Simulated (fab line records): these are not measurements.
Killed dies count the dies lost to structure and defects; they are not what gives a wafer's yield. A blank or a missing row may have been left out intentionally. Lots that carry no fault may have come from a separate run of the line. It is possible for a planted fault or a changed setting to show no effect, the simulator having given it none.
fab line records	flow ritCmos	part 1 of 2: steps 1 to 30 of 31
record lots=5	wafers=23
route steps=202 shown ACTIVE@2 FOX2@23 NWELL@36 PWELL@47 WELLDRIVE@50 PRETRO@65 GATE@75 NLDD@111 M1@202
startH: hours from the record's opening day to when the first of the lot's shown wafers began	waitH: hours elapsed since this lot's preceding step	" repeats the value in the row above	L1.1+2: a single row standing in for several wafers	- no value, or no start was given	* or withheld: withheld	< > ~ a bound
route shown NAME@n: a module of which the file shows steps, and the number in the route of the first	usual: the fault-free wafers' mean and standard deviation	same: alike in all rows	chamber/n: place in a boat	sites: readings site by site	_std_site: their standard deviation	_edge_site: the outer-site mean with the inner-site mean subtracted	radiusMm: how far each site lies from the wafer's centre	mask NAME#n: copy n	behind: the tool/chamber that last shaped the wafer	hold: what put the lot on hold/how long, in hours/how the hold closed	device: transistor that didn't switch, given as n, p or np	end of line: tests run on the same wafers once the route is complete	step lacking rows: just its recipe	killed: at the first sort, the dies lost to defects and structure; wafer yield is something else	map: dies across one wafer; x = killed, . = not, _ = none there
set.NAME: the setting as run; set.NAME@STEP: as run at that earlier step	model.NAME: the simulator's own value behind a step, which no gauge read
lots where settings were altered on purpose, with a table for each step and a row for each wafer
## steps
# step RIT_ACTIVE_OXIDATION_01
# recipe tempC=1000	ambient=O2	targetThkA=468	oxTimeS=3360
lot.wafer	tool	chamber	startH	waitH	set.tempC	model.SiO2_of_ACTIVE_OXIDATION_01.thkNm
L074.1	-	-	-	0.1	975.9	37.68
L074.2	"	-	"	"	975.9	38.04
L074.3	"	-	"	"	975.9	37.54
L074.4	"	-	"	"	975.9	38.96
L074.5	"	-	"	"	975.9	37.61
L078.1	-	-	-	1.1	982.5	39.49
L078.2	"	-	"	"	982.5	39.21
L078.3	"	-	"	"	982.5	39.41
L078.5	"	-	"	"	982.5	39.71
L078.6	"	-	"	"	982.5	38.85
L079.2	-	-	-	0.8	1000	46.01
L079.3	"	-	"	"	1000	45.3
L079.4	"	-	"	"	1000	45.36
L079.5	"	-	"	"	1000	46.97
L079.6	"	-	"	"	1000	46.22
L084.1	-	-	-	0.9	1000	47.52
L084.2	"	-	"	"	1000	47.61
L084.3	"	-	"	"	1000	48.56
L084.5	"	-	"	"	1000	48.1
L084.6	"	-	"	"	1000	48.33
L085.2	furnace-03	0	68.55	3.5	1000	46.08
L085.4	"	0	"	"	1000	45.85
L085.5	"	0	"	"	1000	46.44
# step RIT_ACTIVE_THK_MEAS_02
# recipe reads=SiO2_of_ACTIVE_OXIDATION_01
# usual ACTIVE_OXIDE_THK=46.8/0.68
lot.wafer	tool	chamber	startH	waitH	set.tempC@ACTIVE_OXIDATION_01	ACTIVE_OXIDE_THK[nm]
L074.1	filmMetro-02	-	-	-	975.9	37.7
L074.2	"	-	"	"	975.9	38.0
L074.3	"	-	"	"	975.9	37.5
L074.4	"	-	"	"	975.9	39.0
L074.5	"	-	"	"	975.9	37.6
L078.1	filmMetro-04	-	-	-	982.5	39.5
L078.2	"	-	"	"	982.5	39.2
L078.3	"	-	"	"	982.5	39.4
L078.5	"	-	"	"	982.5	39.7
L078.6	"	-	"	"	982.5	38.8
L079.2	filmMetro-02	-	-	-	1000	46.0
L079.3	"	-	"	"	1000	45.3
L079.4	"	-	"	"	1000	45.4
L079.5	"	-	"	"	1000	46.9
L079.6	"	-	"	"	1000	46.2
L084.1	filmMetro-02	-	-	-	1000	47.6
L084.2	"	-	"	"	1000	47.7
L084.3	"	-	"	"	1000	48.6
L084.5	"	-	"	"	1000	48.1
L084.6	"	-	"	"	1000	48.3
L085.2	filmMetro-01	-	70.50	0.0	1000	46.1
L085.4	"	-	"	"	1000	45.8
L085.5	"	-	"	"	1000	46.5
# step RIT_ACTIVE_COAT_06
# recipe resist=NOVOLAK	spinRpm=3250	resistThkNm=1000
lot.wafer	tool	chamber	startH	waitH	set.spinRpm	model.NOVOLAK_of_ACTIVE_COAT_06.thkNm
L074.1	lithoTrack-03	0	13.95	0.1	3250	997
L074.2	"	0	"	"	3187	1008
L074.3	"	0	"	"	3187	1004
L074.4	"	0	"	"	3250	993.1
L074.5	"	0	"	"	3187	1006
L078.1	lithoTrack-02	0	34.74	0.1	3250	998.1
L078.2	"	0	"	"	3383	977.3
L078.3	"	0	"	"	3383	977.8
L078.5	"	0	"	"	3250	999.9
L078.6	"	0	"	"	3250	999.5
L079.2	lithoTrack-04	0	39.50	0.1	3072	1032
L079.3	"	0	"	"	3250	1004
L079.4	"	0	"	"	3072	1031
L079.5	"	0	"	"	3072	1033
L079.6	"	0	"	"	3250	1003
L084.1	lithoTrack-02	0	64.55	0.1	3369	982.3
L084.2	"	0	"	"	3250	997.1
L084.3	"	0	"	"	3369	981.6
L084.5	"	0	"	"	3250	1001
L084.6	"	0	"	"	3369	980.8
L085.2	lithoTrack-03	0	72.20	0.1	3250	994.9
L085.4	"	0	"	"	3250	993.7
L085.5	"	0	"	"	3250	995.7
# step RIT_FOX2_OXIDATION_00
# recipe tempC=1100	ambient=H2O	targetThkA=3507	pH2oTorr=720	oxTimeS=1130
lot.wafer	tool	chamber	startH	waitH	set.tempC	model.SiO2_of_FOX2_OXIDATION_00.thkNm
L074.1	-	-	-	0.9	1110	371.2
L074.2	"	-	"	"	1110	370.6
L074.3	"	-	"	"	1110	365.7
L074.4	"	-	"	"	1110	370
L074.5	"	-	"	"	1110	372.3
L078.1	-	-	-	0.0	1075	302.5
L078.2	"	-	"	"	1075	301.9
L078.3	"	-	"	"	1075	303.4
L078.5	"	-	"	"	1075	300.9
L078.6	"	-	"	"	1075	299.9
L079.2	-	-	-	0.0	1115	372.5
L079.3	"	-	"	"	1115	379.5
L079.4	"	-	"	"	1115	379.8
L079.5	"	-	"	"	1115	376.3
L079.6	"	-	"	"	1115	378.9
L084.1	-	-	-	0.1	1118	378.3
L084.2	"	-	"	"	1118	379
L084.3	"	-	"	"	1118	372.3
L084.5	"	-	"	"	1118	383.5
L084.6	"	-	"	"	1118	375.2
L085.2	furnace-01	0	77.29	1.7	1100	335.4
L085.4	"	0	"	"	1100	342.7
L085.5	"	0	"	"	1100	342.2
# step RIT_FOX2_THK_MEAS_01
# recipe reads=SiO2_of_FOX2_OXIDATION_00
# usual FOX2_OXIDE_THK=350/5.4
lot.wafer	tool	chamber	startH	waitH	set.tempC@FOX2_OXIDATION_00	FOX2_OXIDE_THK[nm]
L074.1	filmMetro-04	-	-	-	1110	371
L074.2	"	-	"	"	1110	370
L074.3	"	-	"	"	1110	366
L074.4	"	-	"	"	1110	370
L074.5	"	-	"	"	1110	372
L078.1	filmMetro-03	-	-	-	1075	302
L078.2	"	-	"	"	1075	302
L078.3	"	-	"	"	1075	303
L078.5	"	-	"	"	1075	301
L078.6	"	-	"	"	1075	300
L079.2	filmMetro-01	-	-	-	1115	372
L079.3	"	-	"	"	1115	380
L079.4	"	-	"	"	1115	379
L079.5	"	-	"	"	1115	376
L079.6	"	-	"	"	1115	378
L084.1	filmMetro-03	-	-	-	1118	378
L084.2	"	-	"	"	1118	379
L084.3	"	-	"	"	1118	372
L084.5	"	-	"	"	1118	383
L084.6	"	-	"	"	1118	375
L085.2	filmMetro-04	-	78.61	0.0	1100	336
L085.4	"	-	"	"	1100	343
L085.5	"	-	"	"	1100	342
# step RIT_FOX2_WET_ETCH_03
# recipe chemistry=H3PO4	target=Si3N4	targetDepthNm=195	tempC=165	timeS=2700
lot.wafer	tool	chamber	startH	waitH	set.timeS	set.tempC@FOX2_OXIDATION_00	model.SiO2_of_FOX2_OXIDATION_00.thkNm
L074.1	-	-	-	0.0	2310	1110	345.6
L074.2	"	-	"	"	2310	1110	344.8
L074.3	"	-	"	"	2310	1110	340
L074.4	"	-	"	"	2310	1110	344.2
L074.5	"	-	"	"	2310	1110	346.6
L078.1	-	-	-	0.0	2835	1075	274.9
L078.2	"	-	"	"	2835	1075	274.2
L078.3	"	-	"	"	2835	1075	275.7
L078.5	"	-	"	"	2835	1075	273.2
L078.6	"	-	"	"	2835	1075	272.3
L079.2	-	-	-	0.0	2599	1115	345.1
L079.3	"	-	"	"	2599	1115	352.2
L079.4	"	-	"	"	2599	1115	352.4
L079.5	"	-	"	"	2599	1115	349
L079.6	"	-	"	"	2599	1115	351.6
L084.1	-	-	-	0.0	2297	1118	352.7
L084.2	"	-	"	"	2297	1118	353.4
L084.3	"	-	"	"	2297	1118	346.8
L084.5	"	-	"	"	2297	1118	357.9
L084.6	"	-	"	"	2297	1118	349.6
L085.2	wetBench-01	0	78.72	0.0	2700	1100	307.9
L085.4	"	0	"	"	2700	1100	315.1
L085.5	"	0	"	"	2700	1100	314.6
# step RIT_FOX2_THK_MEAS_90
# recipe reads=SiO2_of_FOX2_OXIDATION_00
# usual FIELD_OXIDE_LEFT_1_THK=322/5.4
lot.wafer	tool	chamber	startH	waitH	set.tempC@FOX2_OXIDATION_00	FIELD_OXIDE_LEFT_1_THK[nm]
L074.1	filmMetro-01	-	-	-	1110	346
L074.2	"	-	"	"	1110	345
L074.3	"	-	"	"	1110	341
L074.4	"	-	"	"	1110	344
L074.5	"	-	"	"	1110	347
L078.1	filmMetro-03	-	-	-	1075	275
L078.2	"	-	"	"	1075	274
L078.3	"	-	"	"	1075	276
L078.5	"	-	"	"	1075	273
L078.6	"	-	"	"	1075	272
L079.2	filmMetro-03	-	-	-	1115	345
L079.3	"	-	"	"	1115	352
L079.4	"	-	"	"	1115	352
L079.5	"	-	"	"	1115	349
L079.6	"	-	"	"	1115	352
L084.1	filmMetro-04	-	-	-	1118	353
L084.2	"	-	"	"	1118	353
L084.3	"	-	"	"	1118	347
L084.5	"	-	"	"	1118	358
L084.6	"	-	"	"	1118	350
L085.2	filmMetro-03	-	79.56	0.0	1100	308
L085.4	"	-	"	"	1100	315
L085.5	"	-	"	"	1100	315
# step RIT_NWELL_IMPLANT_08
# recipe species=P	energyKev=170	doseCm2=5e+13	tiltDeg=7
lot.wafer	tool	chamber	startH	waitH	set.doseCm2
L074.1+3	implanter-03	0	26.15	0.2	4.764e+13
L074.2+4+5	"	0	"	"	5e+13
L078.1+3+5	implanter-02	0	42.04	0.2	5e+13
L078.2+6	"	0	"	"	5.211e+13
L079.2+3+4+5+6	implanter-03	0	47.05	0.2	5e+13
L084.1+2+3+5+6	implanter-03	0	74.49	0.2	5e+13
L085.2+4+5	implanter-03	0	80.83	0.2	5e+13
# step RIT_PWELL_IMPLANT_08
# recipe species=B	energyKev=170	doseCm2=7e+13	tiltDeg=7
lot.wafer	tool	chamber	startH	waitH	set.doseCm2
L074.1+2+3	implanter-02	0	27.98	0.2	7e+13
L074.4+5	"	0	"	"	6.518e+13
L078.1+2	implanter-01	0	43.61	0.2	7e+13
L078.3+5+6	"	0	"	"	7.136e+13
L079.2+4	implanter-02	0	48.61	0.2	7e+13
L079.3+5+6	"	0	"	"	7.453e+13
L084.1+5	implanter-02	0	76.17	0.2	6.734e+13
L084.2+3+6	"	0	"	"	7e+13
L085.2+4+5	implanter-02	0	82.51	0.2	7e+13
# step RIT_PWELL_STRIP_09
# recipe chemistry=O2	timeS=180	resist=NOVOLAK	platenTempC=withheld	powerW=500	pressureMtorr=4000	o2FlowSccm=4000
# step RIT_PWELL_TW_MEAS_10
# usual PWELL_TW=955/7.5
lot.wafer	tool	chamber	startH	waitH	set.doseCm2@PWELL_IMPLANT_08	PWELL_TW
L074.1	filmMetro-02	-	28.31	0.1	7e+13	961
L074.2	"	-	"	"	7e+13	954
L074.3	"	-	"	"	7e+13	956
L074.4	"	-	"	"	6.518e+13	940
L074.5	"	-	"	"	6.518e+13	936
L078.1	filmMetro-03	-	43.94	0.1	7e+13	952
L078.2	"	-	"	"	7e+13	957
L078.3	"	-	"	"	7.136e+13	960
L078.5	"	-	"	"	7.136e+13	964
L078.6	"	-	"	"	7.136e+13	964
L079.2	filmMetro-02	-	48.92	0.1	7e+13	962
L079.3	"	-	"	"	7.453e+13	977
L079.4	"	-	"	"	7e+13	960
L079.5	"	-	"	"	7.453e+13	978
L079.6	"	-	"	"	7.453e+13	978
L084.1	filmMetro-01	-	76.49	0.1	6.734e+13	927
L084.2	"	-	"	"	7e+13	946
L084.3	"	-	"	"	7e+13	949
L084.5	"	-	"	"	6.734e+13	938
L084.6	"	-	"	"	7e+13	951
L085.2	filmMetro-02	-	82.82	0.1	7e+13	961
L085.4	"	-	"	"	7e+13	959
L085.5	"	-	"	"	7e+13	967
# step RIT_WELLDRIVE_ANNEAL_00
# recipe tempC=1100	timeS=14700	ambient=N2
# step RIT_WELLDRIVE_RS_MEAS_01
# recipe thkMeasGauge=four-point-probe
# usual NWELL_RS=275.5/0.89
lot.wafer	tool	chamber	startH	waitH	set.doseCm2@NWELL_IMPLANT_08	NWELL_RS[ohm/sq]
L074.1	filmMetro-03	-	33.84	0.0	4.764e+13	285.1
L074.2	"	-	"	"	5e+13	276.0
L074.3	"	-	"	"	4.764e+13	284.7
L074.4	"	-	"	"	5e+13	277.0
L074.5	"	-	"	"	5e+13	275.8
L078.1	filmMetro-01	-	49.94	0.0	5e+13	274.8
L078.2	"	-	"	"	5.211e+13	268.4
L078.3	"	-	"	"	5e+13	275.3
L078.5	"	-	"	"	5e+13	273.2
L078.6	"	-	"	"	5.211e+13	268.0
L079.2	filmMetro-03	-	54.55	0.0	5e+13	275.5
L079.3	"	-	"	"	5e+13	276.1
L079.4	"	-	"	"	5e+13	275.6
L079.5	"	-	"	"	5e+13	276.5
L079.6	"	-	"	"	5e+13	275.1
L084.1	filmMetro-02	-	83.68	0.0	5e+13	275.4
L084.2	"	-	"	"	5e+13	276.4
L084.3	"	-	"	"	5e+13	276.0
L084.5	"	-	"	"	5e+13	276.3
L084.6	"	-	"	"	5e+13	276.3
L085.2	filmMetro-03	-	88.23	0.0	5e+13	275.8
L085.4	"	-	"	"	5e+13	275.7
L085.5	"	-	"	"	5e+13	275.1
# step RIT_WELLDRIVE_RS_MEAS_02
# recipe thkMeasGauge=four-point-probe
# usual PWELL_RS=429.6/1
lot.wafer	tool	chamber	startH	waitH	set.doseCm2@PWELL_IMPLANT_08	PWELL_RS[ohm/sq]
L074.1	filmMetro-03	-	33.96	0.1	7e+13	430.7
L074.2	"	-	"	"	7e+13	430.1
L074.3	"	-	"	"	7e+13	431.0
L074.4	"	-	"	"	6.518e+13	449.8
L074.5	"	-	"	"	6.518e+13	449.6
L078.1	filmMetro-01	-	50.06	0.1	7e+13	428.5
L078.2	"	-	"	"	7e+13	426.7
L078.3	"	-	"	"	7.136e+13	422.7
L078.5	"	-	"	"	7.136e+13	422.8
L078.6	"	-	"	"	7.136e+13	421.9
L079.2	filmMetro-03	-	54.67	0.1	7e+13	427.4
L079.3	"	-	"	"	7.453e+13	412.5
L079.4	"	-	"	"	7e+13	429.1
L079.5	"	-	"	"	7.453e+13	412.9
L079.6	"	-	"	"	7.453e+13	413.0
L084.1	filmMetro-02	-	83.80	0.1	6.734e+13	441.1
L084.2	"	-	"	"	7e+13	429.7
L084.3	"	-	"	"	7e+13	429.8
L084.5	"	-	"	"	6.734e+13	440.3
L084.6	"	-	"	"	7e+13	428.9
L085.2	filmMetro-03	-	88.35	0.1	7e+13	430.0
L085.4	"	-	"	"	7e+13	429.5
L085.5	"	-	"	"	7e+13	428.8
# step RIT_PRETRO_COAT_01
# recipe resist=NOVOLAK	spinRpm=2000	resistThkNm=1300
lot.wafer	tool	chamber	startH	waitH	set.spinRpm	model.NOVOLAK_of_PRETRO_COAT_01.thkNm
L074.1+2+5	lithoTrack-04	0	35.90	0.1	1912	1332
L074.3	"	0	"	"	2000	1300
L074.4	"	0	"	"	2000	1302
L078.1+2+5	lithoTrack-03	0	51.88	0.1	2000	1295
L078.3	"	0	"	"	2000	1294
L078.6	"	0	"	"	2000	1299
L079.2	lithoTrack-04	0	56.68	0.1	2000	1308
L079.3	"	0	"	"	2149	1258
L079.4	"	0	"	"	2000	1303
L079.5	"	0	"	"	2149	1262
L079.6	"	0	"	"	2000	1304
L084.1	lithoTrack-04	0	85.71	0.1	2132	1261
L084.2	"	0	"	"	2132	1257
L084.3+5	"	0	"	"	2000	1298
L084.6	"	0	"	"	2000	1300
L085.2	lithoTrack-02	0	90.36	0.1	2000	1298
L085.4+5	"	0	"	"	2000	1300
# step RIT_PRETRO_SOFTBAKE_02
# recipe resist=NOVOLAK	tempC=90	timeS=60
# step RIT_PRETRO_EXPOSE_03
# recipe maskId=M5	na=0.57	targetCdNm=43700	doseMj=250
# step RIT_PRETRO_DEVELOP_05
# recipe resist=NOVOLAK	developTimeS=68	devTempC=23
# step RIT_PRETRO_HARDBAKE_07
# recipe resist=NOVOLAK	tempC=140	timeS=120
lot.wafer	tool	chamber	startH	waitH	set.spinRpm@PRETRO_COAT_01	model.NOVOLAK_of_PRETRO_COAT_01.thkNm
L074.1	lithoTrack-02	0	36.79	0.0	1912	1165
L074.2+5	"	0	"	"	1912	1164
L074.3	"	0	"	"	2000	1137
L074.4	"	0	"	"	2000	1138
L078.1+2+5	lithoTrack-04	0	52.81	0.0	2000	1133
L078.3	"	0	"	"	2000	1132
L078.6	"	0	"	"	2000	1136
L079.2	lithoTrack-02	0	57.47	0.1	2000	1144
L079.3	"	0	"	"	2149	1101
L079.4+6	"	0	"	"	2000	1140
L079.5	"	0	"	"	2149	1104
L084.1	lithoTrack-04	0	86.48	0.0	2132	1103
L084.2	"	0	"	"	2132	1100
L084.3+5	"	0	"	"	2000	1135
L084.6	"	0	"	"	2000	1137
L085.2	lithoTrack-02	0	91.26	0.1	2000	1135
L085.4+5	"	0	"	"	2000	1137
# step RIT_PRETRO_IMPLANT_08
# recipe species=B	energyKev=45	doseCm2=1.2e+13	tiltDeg=7
lot.wafer	tool	chamber	startH	waitH	set.energyKev	model.implant.rpNm	model.implant.drpNm
L074.1+2	implanter-03	0	37.04	0.2	45	144.6	55.07
L074.3+4+5	"	0	"	"	43.37	139.7	53.87
L078.1+3+6	implanter-01	0	53.06	0.2	44.24	139.1	54.52
L078.2+5	"	0	"	"	45	141.3	55.07
L079.2+3+5	implanter-03	0	57.70	0.2	43.43	144.1	53.92
L079.4+6	"	0	"	"	45	149	55.07
L084.1+5+6	implanter-03	0	86.73	0.2	45	142.8	55.07
L084.2+3	"	0	"	"	43.19	137.4	53.74
L085.2+4+5	implanter-01	0	91.50	0.2	45	138.6	55.07
# step RIT_GATE_WET_ETCH_00
# recipe chemistry=BOE	target=SiO2	targetDepthNm=56	timeS=60	dry=n2Spin	dilution=10:1	tempC=21.5
lot.wafer	tool	chamber	startH	waitH	set.timeS
L074.1+2+3+4+5	-	-	-	0.1	63.36
L078.1+2+3+5+6	-	-	-	0.1	60
L079.2+3+4+5+6	-	-	-	0.0	63.59
L084.1+2+3+5+6	-	-	-	0.1	68.69
L085.2+4+5	wetBench-04	1	91.86	0.0	60
# step RIT_GATE_CLEAN_01
# recipe chemistry=SC1	mix=3:3:50	timeS=600	tempC=75
# step RIT_GATE_CLEAN_02
# recipe chemistry=dHF	dilution=50:1	timeS=30
# step RIT_GATE_CLEAN_03
# recipe chemistry=SC2	mix=3:3:50	timeS=600	tempC=75	dry=n2Spin
# step RIT_GATE_CLEAN_04
# recipe chemistry=dHF	dilution=50:1	timeS=60	dry=n2Spin
# step RIT_FOX2_THK_MEAS_91
# recipe reads=SiO2_of_FOX2_OXIDATION_00
# usual FIELD_OXIDE_LEFT_2_THK=255/5.2
lot.wafer	tool	chamber	startH	waitH	set.tempC@FOX2_OXIDATION_00	FIELD_OXIDE_LEFT_2_THK[nm]
L074.1	filmMetro-03	-	37.85	0.0	1110	278
L074.2	"	-	"	"	1110	278
L074.3	"	-	"	"	1110	273
L074.4	"	-	"	"	1110	277
L074.5	"	-	"	"	1110	279
L078.1	filmMetro-03	-	53.89	0.0	1075	207
L078.2	"	-	"	"	1075	206
L078.3	"	-	"	"	1075	208
L078.5	"	-	"	"	1075	206
L078.6	"	-	"	"	1075	205
L079.2	filmMetro-04	-	58.49	0.0	1115	277
L079.3	"	-	"	"	1115	284
L079.4	"	-	"	"	1115	284
L079.5	"	-	"	"	1115	281
L079.6	"	-	"	"	1115	282
L084.1	filmMetro-04	-	87.57	0.0	1118	285
L084.2	"	-	"	"	1118	286
L084.3	"	-	"	"	1118	279
L084.5	"	-	"	"	1118	290
L084.6	"	-	"	"	1118	282
L085.2	filmMetro-01	-	92.29	0.0	1100	241
L085.4	"	-	"	"	1100	248
L085.5	"	-	"	"	1100	248
# step RIT_GATE_EXPOSE_13
# recipe maskId=M6	na=0.6	sourceShape=conventional	sigmaOuter=0.6	targetCdNm=150	doseMj=380
lot.wafer	tool	chamber	startH	waitH	mask	set.doseMj
L074.1+2+3	ilineStepper-02	0	41.42	0.1	M6#0	380
L074.4+5	"	0	"	"	M6#0	361.7
L078.1+5	ilineStepper-02	0	58.41	0.1	M6#0	380
L078.2+3+6	"	0	"	"	M6#0	408.4
L079.2+3	ilineStepper-01	0	63.27	0.2	M6#0	380
L079.4+5+6	"	0	"	"	M6#0	392.4
L084.1+3+6	ilineStepper-02	0	92.49	0.2	M6#0	380
L084.2+5	"	0	"	"	M6#0	406.6
L085.2+4+5	ilineStepper-01	0	97.32	0.2	M6#0	380
# step RIT_NLDD_IMPLANT_08
# recipe species=P	energyKev=20	doseCm2=5e+14	tiltDeg=7
lot.wafer	tool	chamber	startH	waitH	set.energyKev	model.implant.rpNm	model.implant.drpNm
L074.1+2+3+4+5	implanter-02	0	46.95	0.1	20	27.95	12.97
L078.1+2	implanter-02	0	63.88	0.1	20	27.15	12.97
L078.3+5+6	"	0	"	"	21.16	28.2	13.42
L079.2+5	implanter-02	0	71.94	0.1	20	27.4	12.97
L079.3+4+6	"	0	"	"	20.71	28.05	13.24
L084.1+2+3	implanter-02	0	98.05	0.1	20	27.63	12.97
L084.5+6	"	0	"	"	19.32	26.99	12.7
L085.2+4+5	implanter-01	0	103.18	0.1	20	27.24	12.97
# step RIT_NLDD_STRIP_09
# recipe chemistry=O2	timeS=180	resist=NOVOLAK	platenTempC=withheld	powerW=500	pressureMtorr=4000	o2FlowSccm=4000
# step RIT_NLDD_TW_MEAS_10
# usual NLDD_TW=2500/17
lot.wafer	tool	chamber	startH	waitH	set.energyKev@NLDD_IMPLANT_08	NLDD_TW
L074.1	filmMetro-04	-	47.27	0.1	20	2497
L074.2	"	-	"	"	20	2494
L074.3	"	-	"	"	20	2495
L074.4	"	-	"	"	20	2471
L074.5	"	-	"	"	20	2487
L078.1	filmMetro-04	-	64.20	0.1	20	2497
L078.2	"	-	"	"	20	2498
L078.3	"	-	"	"	21.16	2541
L078.5	"	-	"	"	21.16	2544
L078.6	"	-	"	"	21.16	2538
L079.2	filmMetro-02	-	72.25	0.1	20	2511
L079.3	"	-	"	"	20.71	2532
L079.4	"	-	"	"	20.71	2546
L079.5	"	-	"	"	20	2522
L079.6	"	-	"	"	20.71	2558
L084.1	filmMetro-04	-	98.38	0.1	20	2475
L084.2	"	-	"	"	20	2469
L084.3	"	-	"	"	20	2472
L084.5	"	-	"	"	19.32	2443
L084.6	"	-	"	"	19.32	2440
L085.2	filmMetro-01	-	103.49	0.1	20	2501
L085.4	"	-	"	"	20	2497
L085.5	"	-	"	"	20	2493
## key
split step=RIT_ACTIVE_OXIDATION_01	setting=tempC	stated=1000	by=lot
response step=RIT_ACTIVE_OXIDATION_01	reading=model.SiO2_of_ACTIVE_OXIDATION_01.thkNm	change=+3.84	per=1%	r=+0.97
response step=RIT_ACTIVE_THK_MEAS_02	reading=ACTIVE_OXIDE_THK	change=+3.84	per=1%	r=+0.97
split step=RIT_ACTIVE_COAT_06	setting=spinRpm	stated=3250	by=wafer
response step=RIT_ACTIVE_COAT_06	reading=model.NOVOLAK_of_ACTIVE_COAT_06.thkNm	change=-5.1	per=1%	r=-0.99
split step=RIT_FOX2_OXIDATION_00	setting=tempC	stated=1100	by=lot
response step=RIT_FOX2_OXIDATION_00	reading=model.SiO2_of_FOX2_OXIDATION_00.thkNm	change=+20.4	per=1%	r=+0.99
response step=RIT_FOX2_THK_MEAS_01	reading=FOX2_OXIDE_THK	change=+20.4	per=1%	r=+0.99
response step=RIT_FOX2_WET_ETCH_03	reading=model.SiO2_of_FOX2_OXIDATION_00.thkNm	change=+20.8	per=1%	r=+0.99
response step=RIT_FOX2_THK_MEAS_90	reading=FIELD_OXIDE_LEFT_1_THK	change=+20.8	per=1%	r=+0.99
response step=RIT_FOX2_THK_MEAS_91	reading=FIELD_OXIDE_LEFT_2_THK	change=+20.8	per=1%	r=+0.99
split step=RIT_FOX2_WET_ETCH_03	setting=timeS	stated=2700	by=lot
response none clear
split step=RIT_NWELL_IMPLANT_08	setting=doseCm2	stated=5e+13	by=wafer
response step=RIT_WELLDRIVE_RS_MEAS_01	reading=NWELL_RS	change=-1.67	per=1%	r=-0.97
split step=RIT_PWELL_IMPLANT_08	setting=doseCm2	stated=7e+13	by=wafer
response step=RIT_PWELL_TW_MEAS_10	reading=PWELL_TW	change=+2.95	per=1%	r=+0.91
response step=RIT_WELLDRIVE_RS_MEAS_02	reading=PWELL_RS	change=-2.64	per=1%	r=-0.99
split step=RIT_PRETRO_COAT_01	setting=spinRpm	stated=2000	by=wafer
response step=RIT_PRETRO_COAT_01	reading=model.NOVOLAK_of_PRETRO_COAT_01.thkNm	change=-6.19	per=1%	r=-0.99
response step=RIT_PRETRO_HARDBAKE_07	reading=model.NOVOLAK_of_PRETRO_COAT_01.thkNm	change=-5.33	per=1%	r=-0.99
split step=RIT_PRETRO_IMPLANT_08	setting=energyKev	stated=45	by=wafer
response step=RIT_PRETRO_IMPLANT_08	reading=model.implant.rpNm	change=+1.38	per=1%	r=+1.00
response step=RIT_PRETRO_IMPLANT_08	reading=model.implant.drpNm	change=+0.331	per=1%	r=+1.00
split step=RIT_GATE_WET_ETCH_00	setting=timeS	stated=60	by=lot
response none clear
split step=RIT_GATE_EXPOSE_13	setting=doseMj	stated=380	by=wafer
response step=RIT_M1_PROBE_99	reading=model.etest.pmos_0p15.rOnOhmUm	change=-126	per=1%	r=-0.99
response step=RIT_M1_PROBE_99	reading=model.etest.pmosTurned.rOnOhmUm	change=-131	per=1%	r=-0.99
response step=RIT_M1_PROBE_99	reading=model.etest.pmos_0p3.rOnOhmUm	change=-74.6	per=1%	r=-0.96
response step=RIT_M1_PROBE_99	reading=model.etest.nmos_0p15.rOnOhmUm	change=-37.2	per=1%	r=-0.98
response step=RIT_M1_PROBE_99	reading=model.etest.nmos_0p15.driveUaUm	change=+26.9	per=1%	r=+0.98
response step=RIT_M1_PROBE_99	reading=model.etest.pmos_0p15.driveUaUm	change=+16.6	per=1%	r=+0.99
response step=RIT_M1_PROBE_99	reading=model.etest.npolyLine.lineOhmUm	change=+12.9	per=1%	r=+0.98
response step=RIT_M1_PROBE_99	reading=model.etest.ppolyLine.lineOhmUm	change=+12.2	per=1%	r=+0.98
split step=RIT_NLDD_IMPLANT_08	setting=energyKev	stated=20	by=wafer
response step=RIT_NLDD_IMPLANT_08	reading=model.implant.rpNm	change=+0.183	per=1%	r=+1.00
response step=RIT_NLDD_IMPLANT_08	reading=model.implant.drpNm	change=+0.0777	per=1%	r=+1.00
response step=RIT_NLDD_TW_MEAS_10	reading=NLDD_TW	change=+7.95	per=1%	r=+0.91
